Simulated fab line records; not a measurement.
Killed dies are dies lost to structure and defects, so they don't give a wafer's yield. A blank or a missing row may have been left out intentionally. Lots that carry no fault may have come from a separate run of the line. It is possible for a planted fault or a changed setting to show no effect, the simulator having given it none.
fab line records    flow rit-cmos
record: lots: 14  wafers: 42  last-day: 7
route steps=202 shown ACTIVE@17 M1@202
lots untouched by any fault: they come from a run of this same line in which no faults occurred
start-h: hours from the record's first day to the start of the lot's first wafer shown    wait-h: how many hours have passed since the lot's step before this one    " unchanged from the row above    L1.1+2: a single row standing in for several wafers    - either no value or no given start    * or withheld: withheld    < > ~ a bound
route shown NAME@n: a module of which the file shows steps, and the number in the route of the first    usual: mean/standard deviation taken from wafers without a fault    same: alike in all rows    chamber/n: place in a boat    sites: the reading at each site    _std_site: the standard deviation of these    _edge_site: outer sites' mean less inner sites'    radius-mm: for every site, how far away it sits from the centre of the wafer    mask NAME#n: copy n    behind: the last tool/chamber to shape the wafer    hold: why the lot was held/for how many hours/how that ended    device: transistor that didn't switch, given as n, p or np    end of line: the route-end tests of the same wafers    where a step has no rows: the recipe by itself    killed: not the wafer's yield, but the dies lost to structure and defects at the first sort    map: per-die view of a wafer (x killed, . not killed, _ where there is no die)
set.NAME: the setting as run; set.NAME@STEP: as run at that earlier step    model.NAME: the simulator's own value behind a step, which no gauge read
the route's steps for a sample of lots (tables are steps, rows are wafers)
services: from which hour (start-h, from the record's first day; less than 0 if before it) a tool's chamber was out of use, for how many hours, and why
== steps ==
step: RIT_ACTIVE_CLEAN_15
recipe: chemistry: SC1  mix: 3:3:50  time-s: 600  temp-c: 75
usual: run-length-s: 627/3.3
lot.wafer  tool          chamber  start-h  wait-h  run-length-s
L353.2     wet-bench-01  0        15.14    0.1     631
L353.4     "             0        "        "       631
L353.5     "             0        "        "       631
L355.2     wet-bench-04  1        25.14    0.1     625
L355.3     "             1        "        "       625
L355.5     "             1        "        "       625
L356.1     wet-bench-03  2        30.26    0.1     626
L356.3     "             2        "        "       626
L356.4     "             2        "        "       626
L357.1     wet-bench-03  1        35.14    0.1     625
L357.5     "             1        "        "       625
L357.6     "             1        "        "       625
L358.1     wet-bench-03  1        40.14    0.1     625
L358.2     "             1        "        "       625
L358.5     "             1        "        "       625
L359.1     wet-bench-03  2        45.14    0.1     625
L359.2     "             2        "        "       625
L359.3     "             2        "        "       625
L360.4     wet-bench-03  0        50.26    0.0     625
L360.5     "             0        "        "       625
L360.6     "             0        "        "       625
L361.1     wet-bench-01  0        55.26    0.1     624
L361.3     "             0        "        "       624
L361.5     "             0        "        "       624
L363.1     wet-bench-04  2        65.26    0.1     627
L363.4     "             2        "        "       627
L363.5     "             2        "        "       627
L364.4     wet-bench-03  3        70.26    0.0     625
L364.5     "             3        "        "       625
L364.6     "             3        "        "       625
L365.2     wet-bench-03  3        75.14    0.1     625
L365.4     "             3        "        "       625
L365.6     "             3        "        "       625
L368.1     wet-bench-03  3        90.14    0.1     576
L368.2     "             3        "        "       576
L368.3     "             3        "        "       576
L370.3     wet-bench-03  3        100.80   0.1     576
L370.4     "             3        "        "       576
L370.5     "             3        "        "       576
L376.3     wet-bench-01  2        130.14   0.1     627
L376.4     "             2        "        "       627
L376.5     "             2        "        "       627
step: RIT_M1_PROBE_99
usual: killed-at-contacts: 0.1/0.31  killed-at-front-end: 7.1/2.8  killed-dies: 7.2/2.8  killed-open: 3.5/2  killed-short: 3.7/1.9
same: gross-dies: 264  killed_at_M0_to_M3: 0  killed_at_M4_up: 0  killed-at-back-side: 0  killed-at-other: 0
lot.wafer  tool       chamber  start-h  wait-h  killed-at-contacts  killed-at-front-end  killed-dies  killed-open  killed-short
L365.2     prober-01  -        120.52   0.1     0                   8                    8            5            3
L365.4     prober-01  -        120.62   0.2     0                   5                    5            4            0
L365.6     prober-01  -        120.72   0.2     0                   9                    9            6            3
L368.1     prober-02  -        138.48   0.1     0                   7                    7            1            6
L368.2     prober-02  -        138.53   0.1     0                   6                    6            4            2
L368.3     prober-02  -        138.58   0.2     0                   6                    6            1            4
L370.3     prober-02  -        149.10   0.2     0                   7                    7            2            5
L370.4     prober-02  -        149.15   0.2     0                   5                    5            3            2
L370.5     prober-02  -        149.20   0.2     0                   7                    7            4            3
killed by level:class
L365.2 GATE:geometric-particle:open=2 SPACER:geometric-particle:short=2 SPACER:geometric-particle:open=2 FOX1:geometric-particle:open=1 GATE:geometric-particle:short=1
L365.4 GATE:geometric-particle:open=2 FOX1:geometric-particle:open=1 FOX2:geometric-particle:open=1 NRETRO:coat-microbubble-printed=1
L365.6 SPACER:geometric-particle:open=2 FOX1:geometric-particle:short=1 FOX1:geometric-particle:open=1 FOX2:geometric-particle:short=1 GATE:geometric-particle:open=1 GATE:geometric-particle:short=1 REOX:geometric-particle:open=1 SILICIDE:geometric-particle:open=1
L368.1 GATE:geometric-particle:short=2 SILICIDE:geometric-particle:short=2 FOX1:geometric-particle:open=1 FOX1:geometric-particle:short=1 SPACER:geometric-particle:short=1
L368.2 GATE:geometric-particle:open=2 FOX2:geometric-particle:short=1 REOX:geometric-particle:short=1 REOX:geometric-particle:open=1 SPACER:geometric-particle:open=1
L368.3 SILICIDE:geometric-particle:short=2 FOX2:geometric-particle:short=1 FOX2:geometric-particle:open=1 GATE:geometric-particle:short=1 ACTIVE:coat-microbubble-printed=1
L370.3 GATE:geometric-particle:short=2 FOX1:geometric-particle:short=1 REOX:geometric-particle:open=1 REOX:geometric-particle:short=1 SPACER:geometric-particle:open=1 SILICIDE:geometric-particle:short=1
L370.4 REOX:geometric-particle:short=2 FOX2:geometric-particle:open=1 GATE:geometric-particle:open=1 SILICIDE:geometric-particle:open=1
L370.5 GATE:geometric-particle:open=3 FOX1:geometric-particle:open=1 FOX1:geometric-particle:short=1 GATE:geometric-particle:short=1 REOX:geometric-particle:short=1
== services ==
tool          chamber  start-h  hours  kind
wet-bench-01  -        123.79   3.6    repair
== key ==
first-sign: step: RIT_ACTIVE_CLEAN_15  reading: run-length-s  direction: down  sigmas: 15  usual: *  struck: *
effect none on later readings
met-at RIT_ACTIVE_CLEAN_15
struck-lots L368,L370
tester-left-out L368,L370
onset-between 75.14 90.14
fault: kind: process-parameter-drift  tool: wet-bench-03  chamber: -  onset-h: 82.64  steps: RIT_ACTIVE_CLEAN_15  channel: time-s  offset: *  shape: step  end-h: 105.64  acts-in: *  stated: *
tester-left-out: of these lots the tester's yield and bins aren't shown, on N5 and GAA mostly nor the transistor test; their killed dies are dies lost to structure and defects alone, not to doping, threshold or leakage, so they don't give the yield
